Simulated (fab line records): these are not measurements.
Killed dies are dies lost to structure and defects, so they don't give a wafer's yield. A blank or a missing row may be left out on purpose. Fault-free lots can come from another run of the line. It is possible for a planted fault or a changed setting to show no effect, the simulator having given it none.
What tool caused it? + flow berkeleyCmos170 + 42 wafers from 14 lots sampled at 4 of the route's 331 steps

== WHAT THE GAUGES READ, wafer by wafer ==
UCB170_PWELL_THK_MEAS_03. Usual: for PWELL_OXIDE_THK the level is 26.5 nm and the standard deviation is 0.4.
| lot  | measured    | on           | PWELL_OXIDE_THK (nm) | flag |
|------|-------------|--------------|----------------------|------|
| L679 | day 2 15:06 | filmMetro-03 | 26.8 26.7 26.3       |      |
| L681 | day 3 05:02 | filmMetro-02 | 26.6 26.6 26.1       |      |
| L682 | day 3 13:23 | filmMetro-01 | 26.3 26.3 26.1       |      |
| L684 | day 4 06:02 | filmMetro-01 | 26.6 26.4 26.4       |      |
| L687 | day 4 20:06 | filmMetro-01 | 26.3 26.6 26.4       |      |
| L690 | day 4 20:05 | filmMetro-03 | 27.1 27.2 27.0       |      |
| L689 | day 4 20:09 | filmMetro-01 | 26.6 26.5 26.4       |      |
| L688 | day 4 20:06 | filmMetro-02 | 27.8 27.4 27.4       |      |
| L691 | day 4 20:10 | filmMetro-03 | 27.2 26.8 27.2       |      |
| L694 | day 5 22:19 | filmMetro-02 | 26.8 26.7 26.2       |      |
| L697 | day 6 07:14 | filmMetro-01 | 26.8 26.5 26.6       |      |
| L699 | day 6 16:38 | filmMetro-02 | 25.9 26.2 26.4       |      |
| L700 | day 7 06:39 | filmMetro-03 | 26.5 26.3 26.3       |      |
| L702 | day 7 06:40 | filmMetro-01 | 26.0 26.0 26.1       |      |

UCB170_CONTACT_CD_MEAS_90: the cd target is 700 nm. Usual: cdNm at 700.2 nm, with a standard deviation of 1.6.
| lot  | measured     | on       | cdNm (nm)         | flag |
|------|--------------|----------|-------------------|------|
| L679 | day 6 19:58  | cdSem-02 | 697.6 698.5 699.8 |      |
| L681 | day 7 14:54  | cdSem-01 | 703.0 701.1 701.2 |      |
| L682 | day 8 05:46  | cdSem-01 | 698.6 698.7 699.3 |      |
| L684 | day 8 04:43  | cdSem-01 | 703.7 703.6 703.7 |      |
| L687 | day 8 12:07  | cdSem-01 | 700.2 698.9 701.0 |      |
| L690 | day 9 11:19  | cdSem-02 | 701.3 699.3 696.4 |      |
| L689 | day 8 14:39  | cdSem-02 | 697.5 699.3 698.9 |      |
| L688 | day 9 11:04  | cdSem-01 | 698.6 699.6 700.0 |      |
| L691 | day 8 14:14  | cdSem-01 | 700.5 700.0 700.8 |      |
| L694 | day 10 08:23 | cdSem-01 | 700.1 698.4 700.1 |      |
| L697 | day 10 23:00 | cdSem-02 | 699.7 697.3 700.9 |      |
| L699 | day 10 23:03 | cdSem-01 | 700.7 702.9 700.9 |      |
| L700 | day 11 05:14 | cdSem-01 | 701.3 700.1 702.1 |      |
| L702 | day 11 10:28 | cdSem-02 | 699.4 699.6 699.6 |      |

== EACH LOT AND THE TOOL THAT RAN IT (in order: tool; ch and the chambers of the sampled wafers; start) ==
| lot  | UCB170_NWELL_SOFTBAKE_08        | UCB170_NWELL_STRIP_15              |
|------|---------------------------------|------------------------------------|
| L679 | lithoTrack-01 ch 0, day 2 04:36 | plasmaAsher-01 ch 0,1, day 2 05:47 |
| L681 | lithoTrack-01 ch 0, day 2 18:46 | plasmaAsher-03 ch 0,1, day 2 19:43 |
| L682 | lithoTrack-04 ch 0, day 3 04:22 | plasmaAsher-01 ch 0,1, day 3 05:14 |
| L684 | lithoTrack-04 ch 0, day 3 11:30 | plasmaAsher-02 ch 0,1, day 3 22:56 |
| L687 | lithoTrack-04 ch 0, day 4 04:53 | plasmaAsher-02 ch 0,1, day 4 06:50 |
| L690 | lithoTrack-04 ch 0, day 4 09:35 | plasmaAsher-02 ch 0,1, day 4 10:46 |
| L689 | lithoTrack-01 ch 0, day 4 09:37 | plasmaAsher-01 ch 0,1, day 4 11:06 |
| L688 | lithoTrack-02 ch 0, day 4 09:38 | plasmaAsher-02 ch 0,1, day 4 11:01 |
| L691 | lithoTrack-04 ch 0, day 4 10:04 | plasmaAsher-03 ch 0,1, day 4 11:18 |
| L694 | lithoTrack-02 ch 0, day 5 10:34 | plasmaAsher-01 ch 0,1, day 5 12:21 |
| L697 | lithoTrack-01 ch 0, day 5 22:42 | plasmaAsher-02 ch 0,1, day 5 23:41 |
| L699 | lithoTrack-01 ch 0, day 6 07:45 | plasmaAsher-03 ch 0,1, day 6 08:41 |
| L700 | lithoTrack-01 ch 0, day 6 16:49 | plasmaAsher-03 ch 1, day 6 18:04   |
| L702 | lithoTrack-02 ch 0, day 6 21:17 | plasmaAsher-01 ch 0,1, day 6 22:13 |
- UCB170_NWELL_SOFTBAKE_08: time 60 s.
- UCB170_NWELL_STRIP_15: strips in O2.

== AS READ BY THE TOOLS THEMSELVES (means over the sampled wafers that have a number; for cases with no such wafer, the mark the record gives instead) ==
UCB170_NWELL_SOFTBAKE_08. Usual: heaterPowerTotalW 56.79 W, standard deviation 0.043; plateTempC 130.01 C, standard deviation 0.15.
| lot  | tool          | heaterPowerTotalW (W) | plateTempC (C) | flag |
|------|---------------|-----------------------|----------------|------|
| L679 | lithoTrack-01 | 56.84                 | 129.86         |      |
| L681 | lithoTrack-01 | 56.84                 | 129.89         |      |
| L682 | lithoTrack-04 | 56.76                 | 130.05         |      |
| L684 | lithoTrack-04 | 56.83                 | 130.12         |      |
| L687 | lithoTrack-04 | 56.77                 | 129.98         |      |
| L690 | lithoTrack-04 | 56.81                 | 130.03         |      |
| L689 | lithoTrack-01 | 56.82                 | 129.97         |      |
| L688 | lithoTrack-02 | 56.74                 | 130.08         |      |
| L691 | lithoTrack-04 | 56.78                 | 130.14         |      |
| L694 | lithoTrack-02 | 56.77                 | 130.12         |      |
| L697 | lithoTrack-01 | 56.82                 | 130.07         |      |
| L699 | lithoTrack-01 | 53.25                 | 123.67         | OFF  |
| L700 | lithoTrack-01 | 53.23                 | 123.85         | OFF  |
| L702 | lithoTrack-02 | 56.82                 | 129.88         |      |

UCB170_NWELL_STRIP_15. Usual: drypumpMotorCurrentA 5.6 A, standard deviation 0.32; oesProductAu 0.721 a.u., standard deviation 0.0043; stripTimeToEndpointS 18.01 s, standard deviation 0.088.
| lot  | tool           | drypumpMotorCurrentA (A) | oesProductAu (a.u.) | stripTimeToEndpointS (s) | flag |
|------|----------------|--------------------------|---------------------|--------------------------|------|
| L679 | plasmaAsher-01 | 5.7                      | 0.723               | 17.99                    |      |
| L681 | plasmaAsher-03 | 5.8                      | 0.720               | 17.98                    |      |
| L682 | plasmaAsher-01 | 5.7                      | 0.723               | 17.88                    |      |
| L684 | plasmaAsher-02 | 5.2                      | 0.721               | 18.06                    |      |
| L687 | plasmaAsher-02 | 5.3                      | 0.725               | 18.01                    |      |
| L690 | plasmaAsher-02 | 5.3                      | 0.723               | 17.95                    |      |
| L689 | plasmaAsher-01 | 5.8                      | 0.721               | 17.99                    |      |
| L688 | plasmaAsher-02 | 5.3                      | 0.719               | 17.98                    |      |
| L691 | plasmaAsher-03 | 6.0                      | 0.724               | 18.03                    |      |
| L694 | plasmaAsher-01 | 5.8                      | 0.724               | 17.95                    |      |
| L697 | plasmaAsher-02 | 5.3                      | 0.724               | 18.13                    |      |
| L699 | plasmaAsher-03 | 6.0                      | 0.722               | 18.35                    | OFF  |
| L700 | plasmaAsher-03 | 5.7                      | 0.725               | 18.32                    | OFF  |
| L702 | plasmaAsher-01 | 5.8                      | 0.720               | 18.02                    |      |

== THE ANSWER, worked out from the rows above alone ==
Rule: a lot counts as off when the mean over its wafers that have a number is more than 3 standard deviations away from the usual mean. A lot without any number at a reading at which 4 lots or more have one is off too. Any other lot the step has rows for is counted as sound. After the gauges, taken in route order, come the tools' own readings; for these a lot's mean is taken, as printed above. The first step at which some lot is off is used, and at that step the reading that is off furthest; a lot without a number counts as furthest.
Off: L699, L700 (UCB170_NWELL_SOFTBAKE_08, heaterPowerTotalW).
If a tool, at that step or one of the process steps before it, ran each lot that is off and ran no sound lot following the first of them, it fits. One candidate fits, namely lithoTrack-01 at UCB170_NWELL_SOFTBAKE_08. A fault onset in the window from L697 (day 5 22:42, its last sound lot) to L699 (day 6 07:45, its first lot off) fits.
The tool's own readings at UCB170_NWELL_SOFTBAKE_08 bear it out: on the lots that are off they differ by more than 5 times the standard deviation of the sound lots' means. heaterPowerTotalW reads 53.24 W there against 56.80 W on the sound lots; plateTempC reads 123.76 C there against 130.02 C on the sound lots.

== WHAT HAD BEEN PUT IN BY THE SIMULATOR ==
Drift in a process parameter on lithoTrack-01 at UCB170_NWELL_SOFTBAKE_08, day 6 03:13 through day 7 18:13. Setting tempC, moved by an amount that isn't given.
Struck lots among those shown: L699, L700. Same finding as the rule above.
